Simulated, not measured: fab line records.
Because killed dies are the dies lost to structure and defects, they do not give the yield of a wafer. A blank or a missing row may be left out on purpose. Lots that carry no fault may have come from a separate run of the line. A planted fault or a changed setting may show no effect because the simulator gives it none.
Which of the tools did it? / flow berkeley_cmos170 / 13 lots, 39 wafers sampled, at 4 steps of a route of 331

WHAT THE GAUGES SHOWED, per wafer
UCB170_PLDD_CD_MEAS_06: target cd 1200 nm. Usual: cd_nm reads 1200.1 nm (standard deviation 1.3).
lot=L312; measured=day 7 04:11; on=cd_sem-02; cd_nm (nm)=1200.0 1200.5 1199.6; flag=
lot=L311; measured=day 7 04:25; on=cd_sem-01; cd_nm (nm)=1202.0 1200.9 1201.6; flag=
lot=L314; measured=day 8 05:26; on=cd_sem-02; cd_nm (nm)=1199.2 1200.4 1199.0; flag=
lot=L313; measured=day 8 05:27; on=cd_sem-01; cd_nm (nm)=1198.8 1199.4 1198.5; flag=
lot=L315; measured=day 8 05:40; on=cd_sem-02; cd_nm (nm)=1199.4 1198.5 1199.2; flag=
lot=L317; measured=day 8 15:18; on=cd_sem-01; cd_nm (nm)=1199.7 1200.7 1200.0; flag=
lot=L318; measured=day 8 15:35; on=cd_sem-01; cd_nm (nm)=1199.0 1200.8 1200.3; flag=
lot=L316; measured=day 8 15:53; on=cd_sem-01; cd_nm (nm)=1198.8 1198.3 1198.9; flag=
lot=L319; measured=day 9 21:45; on=cd_sem-01; cd_nm (nm)=1198.3 1197.9 1197.9; flag=
lot=L321; measured=day 9 21:57; on=cd_sem-01; cd_nm (nm)=1199.2 1200.2 1198.7; flag=
lot=L322; measured=day 9 22:12; on=cd_sem-02; cd_nm (nm)=1200.8 1199.7 1202.2; flag=
lot=L324; measured=day 10 13:54; on=cd_sem-01; cd_nm (nm)=1199.3 1199.6 1199.4; flag=
lot=L327; measured=day 11 10:36; on=cd_sem-02; cd_nm (nm)=1200.2 1201.2 1201.2; flag=

UCB170_CONTACT_CD_MEAS_90: target cd 700 nm. Usual: cd_nm reads 699.9 nm (standard deviation 1.4).
lot=L312; measured=day 8 03:53; on=cd_sem-01; cd_nm (nm)=699.2 700.0 699.5; flag=
lot=L311; measured=day 8 04:16; on=cd_sem-01; cd_nm (nm)=701.4 702.2 700.0; flag=
lot=L314; measured=day 9 01:02; on=cd_sem-01; cd_nm (nm)=699.9 698.1 700.1; flag=
lot=L313; measured=day 9 01:33; on=cd_sem-01; cd_nm (nm)=701.2 701.0 702.6; flag=
lot=L315; measured=day 9 05:09; on=cd_sem-02; cd_nm (nm)=700.1 700.7 699.7; flag=
lot=L317; measured=day 9 12:32; on=cd_sem-01; cd_nm (nm)=700.2 698.5 699.9; flag=
lot=L318; measured=day 9 12:14; on=cd_sem-02; cd_nm (nm)=700.8 700.0 700.9; flag=
lot=L316; measured=day 9 13:55; on=cd_sem-02; cd_nm (nm)=699.1 699.9 699.7; flag=
lot=L319; measured=day 10 22:37; on=cd_sem-02; cd_nm (nm)=699.8 700.8 700.0; flag=
lot=L321; measured=day 10 23:57; on=cd_sem-02; cd_nm (nm)=699.5 698.6 699.2; flag=
lot=L322; measured=day 11 00:16; on=cd_sem-01; cd_nm (nm)=701.4 700.4 701.0; flag=
lot=L324; measured=day 11 12:10; on=cd_sem-01; cd_nm (nm)=698.9 699.3 698.8; flag=
lot=L327; measured=day 12 04:59; on=cd_sem-01; cd_nm (nm)=700.4 700.8 699.3; flag=

EACH LOT AND THE TOOL THAT RAN IT (in order: tool; ch and the chambers of the sampled wafers; start)
lot=L312; UCB170_CONTACT_HMDS_03=litho_track-03 ch 0, day 8 01:37; UCB170_CONTACT_ETCH_17=rie_diel-04 ch 0,1,2, day 8 03:37
lot=L311; UCB170_CONTACT_HMDS_03=litho_track-02 ch 0, day 8 01:51; UCB170_CONTACT_ETCH_17=rie_diel-01 ch 1,2, day 8 04:00
lot=L314; UCB170_CONTACT_HMDS_03=litho_track-01 ch 0, day 8 22:19; UCB170_CONTACT_ETCH_17=rie_diel-02 ch 0,1, day 9 00:44
lot=L313; UCB170_CONTACT_HMDS_03=litho_track-02 ch 0, day 8 22:49; UCB170_CONTACT_ETCH_17=rie_diel-01 ch 2,3, day 9 01:17
lot=L315; UCB170_CONTACT_HMDS_03=litho_track-03 ch 0, day 9 02:57; UCB170_CONTACT_ETCH_17=rie_diel-02 ch 0,2,3, day 9 04:53
lot=L317; UCB170_CONTACT_HMDS_03=litho_track-01 ch 0, day 9 10:20; UCB170_CONTACT_ETCH_17=rie_diel-02 ch 0,2,3, day 9 12:16
lot=L318; UCB170_CONTACT_HMDS_03=litho_track-02 ch 0, day 9 10:08; UCB170_CONTACT_ETCH_17=rie_diel-01 ch 2,3, day 9 11:56
lot=L316; UCB170_CONTACT_HMDS_03=litho_track-01 ch 0, day 9 11:52; UCB170_CONTACT_ETCH_17=rie_diel-01 ch 0,1,2, day 9 13:39
lot=L319; UCB170_CONTACT_HMDS_03=litho_track-03 ch 0, day 10 20:14; UCB170_CONTACT_ETCH_17=rie_diel-02 ch 0,2, day 10 22:21
lot=L321; UCB170_CONTACT_HMDS_03=litho_track-02 ch 0, day 10 21:31; UCB170_CONTACT_ETCH_17=rie_diel-04 ch 2,3, day 10 23:38
lot=L322; UCB170_CONTACT_HMDS_03=litho_track-03 ch 0, day 10 21:55; UCB170_CONTACT_ETCH_17=rie_diel-01 ch 1,2, day 11 00:00
lot=L324; UCB170_CONTACT_HMDS_03=litho_track-03 ch 0, day 11 09:36; UCB170_CONTACT_ETCH_17=rie_diel-01 ch 1,2,3, day 11 11:54
lot=L327; UCB170_CONTACT_HMDS_03=litho_track-02 ch 0, day 12 01:54; UCB170_CONTACT_ETCH_17=rie_diel-04 ch 1,2,3, day 12 04:43
- UCB170_CONTACT_HMDS_03: prime time 60 s.
- UCB170_CONTACT_ETCH_17: etches BARC in N2/H2.

WHAT THE TOOLS THEMSELVES READ (means of the sampled wafers that have a number; where no wafer has one, the mark that the record gives instead)
UCB170_CONTACT_HMDS_03. Usual: chill_plate_temp_C 22.98 C, standard deviation 0.095; prime_temp_c 100.01 C, standard deviation 0.14.
lot=L312; tool=litho_track-03; chill_plate_temp_C (C)=22.87; prime_temp_c (C)=100.12; flag=
lot=L311; tool=litho_track-02; chill_plate_temp_C (C)=23.00; prime_temp_c (C)=100.09; flag=
lot=L314; tool=litho_track-01; chill_plate_temp_C (C)=22.97; prime_temp_c (C)=99.87; flag=
lot=L313; tool=litho_track-02; chill_plate_temp_C (C)=23.00; prime_temp_c (C)=100.05; flag=
lot=L315; tool=litho_track-03; chill_plate_temp_C (C)=22.92; prime_temp_c (C)=99.96; flag=
lot=L317; tool=litho_track-01; chill_plate_temp_C (C)=22.98; prime_temp_c (C)=100.01; flag=
lot=L318; tool=litho_track-02; chill_plate_temp_C (C)=23.01; prime_temp_c (C)=100.01; flag=
lot=L316; tool=litho_track-01; chill_plate_temp_C (C)=23.03; prime_temp_c (C)=100.29; flag=
lot=L319; tool=litho_track-03; chill_plate_temp_C (C)=22.97; prime_temp_c (C)=99.94; flag=
lot=L321; tool=litho_track-02; chill_plate_temp_C (C)=23.06; prime_temp_c (C)=99.87; flag=
lot=L322; tool=litho_track-03; chill_plate_temp_C (C)=22.94; prime_temp_c (C)=101.45; flag=OFF
lot=L324; tool=litho_track-03; chill_plate_temp_C (C)=22.93; prime_temp_c (C)=101.13; flag=OFF
lot=L327; tool=litho_track-02; chill_plate_temp_C (C)=22.86; prime_temp_c (C)=100.02; flag=

UCB170_CONTACT_ETCH_17. Usual: drypump_motor_current_A 5.6 A, standard deviation 0.43; oes_product_au 1.001 a.u., standard deviation 0.023; throttle_valve_pct 13.38 %, standard deviation 0.17.
lot=L312; tool=rie_diel-04; drypump_motor_current_A (A)=5.6; oes_product_au (a.u.)=1.022; throttle_valve_pct (%)=13.40; flag=
lot=L311; tool=rie_diel-01; drypump_motor_current_A (A)=5.7; oes_product_au (a.u.)=0.984; throttle_valve_pct (%)=13.51; flag=
lot=L314; tool=rie_diel-02; drypump_motor_current_A (A)=5.7; oes_product_au (a.u.)=0.998; throttle_valve_pct (%)=13.37; flag=
lot=L313; tool=rie_diel-01; drypump_motor_current_A (A)=6.1; oes_product_au (a.u.)=0.975; throttle_valve_pct (%)=13.21; flag=
lot=L315; tool=rie_diel-02; drypump_motor_current_A (A)=5.5; oes_product_au (a.u.)=1.016; throttle_valve_pct (%)=13.53; flag=
lot=L317; tool=rie_diel-02; drypump_motor_current_A (A)=5.6; oes_product_au (a.u.)=1.005; throttle_valve_pct (%)=13.53; flag=
lot=L318; tool=rie_diel-01; drypump_motor_current_A (A)=6.1; oes_product_au (a.u.)=0.986; throttle_valve_pct (%)=13.40; flag=
lot=L316; tool=rie_diel-01; drypump_motor_current_A (A)=5.5; oes_product_au (a.u.)=0.980; throttle_valve_pct (%)=13.43; flag=
lot=L319; tool=rie_diel-02; drypump_motor_current_A (A)=5.7; oes_product_au (a.u.)=0.997; throttle_valve_pct (%)=13.54; flag=
lot=L321; tool=rie_diel-04; drypump_motor_current_A (A)=5.1; oes_product_au (a.u.)=0.998; throttle_valve_pct (%)=13.27; flag=
lot=L322; tool=rie_diel-01; drypump_motor_current_A (A)=5.7; oes_product_au (a.u.)=0.986; throttle_valve_pct (%)=13.50; flag=
lot=L324; tool=rie_diel-01; drypump_motor_current_A (A)=5.8; oes_product_au (a.u.)=0.993; throttle_valve_pct (%)=13.31; flag=
lot=L327; tool=rie_diel-04; drypump_motor_current_A (A)=5.4; oes_product_au (a.u.)=1.001; throttle_valve_pct (%)=13.37; flag=

THE ANSWER, worked out from the rows above alone
Rule: take the mean of a lot's wafers that have a number; if it is more than 3 standard deviations from the usual mean, the lot is off. A lot without any number at a reading at which 4 lots or more have one is off too. Any other lot the step has rows for is counted as sound. The gauges are gone through in route order, then the tools' own readings, and for those a lot's mean is taken as printed above. At the first step where some lot is off, the reading lying furthest off is the one used; lots without a number count as furthest.
Off: L322, L324, at UCB170_CONTACT_HMDS_03 (prime_temp_c).
If a tool, at that step or one of the process steps before it, ran each lot that is off and ran no sound lot following the first of them, it fits. One candidate fits, namely litho_track-03 at UCB170_CONTACT_HMDS_03. A fault onset in the window from L319 (day 10 20:14, its last sound lot) to L322 (day 10 21:55, its first lot off) fits.
The tool's own readings at UCB170_CONTACT_HMDS_03 bear it out: on the lots that are off they differ by more than 5 times the standard deviation of the sound lots' means. prime_temp_c reads 101.29 C there against 100.02 C on the sound lots.

WHAT THE SIMULATOR HAD PUT IN
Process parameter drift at UCB170_CONTACT_HMDS_03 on litho_track-03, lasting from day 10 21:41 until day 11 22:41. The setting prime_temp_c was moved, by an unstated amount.
Lots struck among those shown: L322, L324. The rule given above showed the same thing.
